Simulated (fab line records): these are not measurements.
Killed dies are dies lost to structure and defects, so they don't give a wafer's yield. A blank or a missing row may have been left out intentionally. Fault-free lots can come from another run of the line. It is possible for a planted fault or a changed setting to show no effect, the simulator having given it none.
Struck lot and sound lot, side by side -- flow berkeleyCmos170 -- 14 out of 331 route steps
Sound: wafers L561.1, L561.2, L561.5. The struck wafers were L552.1, L552.2, L552.3. The cause comes at the end.
Order at every step that has rows: each side's tool, ch and its chambers, its first start. Under that, the readings that differ: sound wafers -- struck wafers -- difference of the means -- sigmas: that difference in standard deviations of wafers without a fault.
alike: readings whose means differ by less than 2 such deviations, and words and numbers that are the same on both sides. not compared: withheld readings, readings that some wafer has no value for, bounds like >300 that may hide the same value, and numbers for which the record gives no deviation and whose values overlap.
The two part at a step that has a row with sigmas, a row that says differs or no value, or rows on one side only. When numbers do not overlap yet have no deviation, they are printed without sigmas and do not part them. A reading that every wafer of one side lacks parts them only if that side has two wafers or more.

UCB170_M2_CD_MEAS_90 targets a cd of 700 nm.
  sound on cdSem-01, day 12 06:18; struck on cdSem-02, day 10 04:59
  alike: cdNm
UCB170_V2_CVD_00: deposits SiO2 from TEOS/O2, target thk 2000 nm, time 250 s.
  sound on pecvd-02 ch 0,1,2, day 12 06:25; struck on pecvd-01 ch 0,1,2, day 10 05:06
  alike: heaterPowerW
UCB170_V2_THK_MEAS_01:
  sound on filmMetro-04, day 12 06:35; struck on filmMetro-03, day 10 05:16
  alike: V2_TEOS_THK
UCB170_V2_CMP_02: polishes SiO2.
  sound on cmp-01 ch 0,1,3, day 12 06:41; struck on cmp-02 ch 0,2,3, day 10 05:22
  alike: motorCurrentA
UCB170_V2_BOW_MEAS_03:
  sound on filmMetro-01, day 12 06:56; struck on filmMetro-01, day 10 05:37
  alike: V2_BOW
UCB170_V2_THK_MEAS_04:
  sound on filmMetro-01, day 12 07:04; struck on filmMetro-01, day 10 05:44
  alike: V2_POLISHED_THK
then, 6 steps without rows for these wafers: UCB170_V2_CLEAN_05 (cleans in DIW); UCB170_V2_HMDS_06 (prime time 60 s); UCB170_V2_COAT_07 (resist thk 900 nm); UCB170_V2_SOFTBAKE_08 (time 60 s); UCB170_V2_EXPOSE_09 (exposes mask VIA2, target cd 700 nm); UCB170_V2_PEB_10.
UCB170_V2_DEVELOP_11: develop time 45 s.
  sound on lithoTrack-03 ch 0, day 12 08:00; struck on lithoTrack-04, day 10 06:00
  no value came back on the struck wafers for chillPlateTempC (C), developTimeS (s); on the sound wafers chillPlateTempC (C) reads 23.13 23.13 23.09
reading,sound,struck,difference,sigmas
model.KrF_of_V2_COAT_07.thkNm (nm),886.4 885 886.2,903 900.7 900.9,+16,
UCB170_V2_CD_MEAS_12 targets a cd of 700 nm.
  sound on cdSem-02, day 12 08:08; struck on cdSem-02, day 10 06:56
reading,sound,struck,difference,sigmas
cdNm (nm),699.2 701.9 701.0,- - -,no value on the struck wafers,

WHERE THEY PART
Earliest at UCB170_V2_DEVELOP_11; latest, in this record, at UCB170_V2_CD_MEAS_12.

WHY: the cause the simulator had injected
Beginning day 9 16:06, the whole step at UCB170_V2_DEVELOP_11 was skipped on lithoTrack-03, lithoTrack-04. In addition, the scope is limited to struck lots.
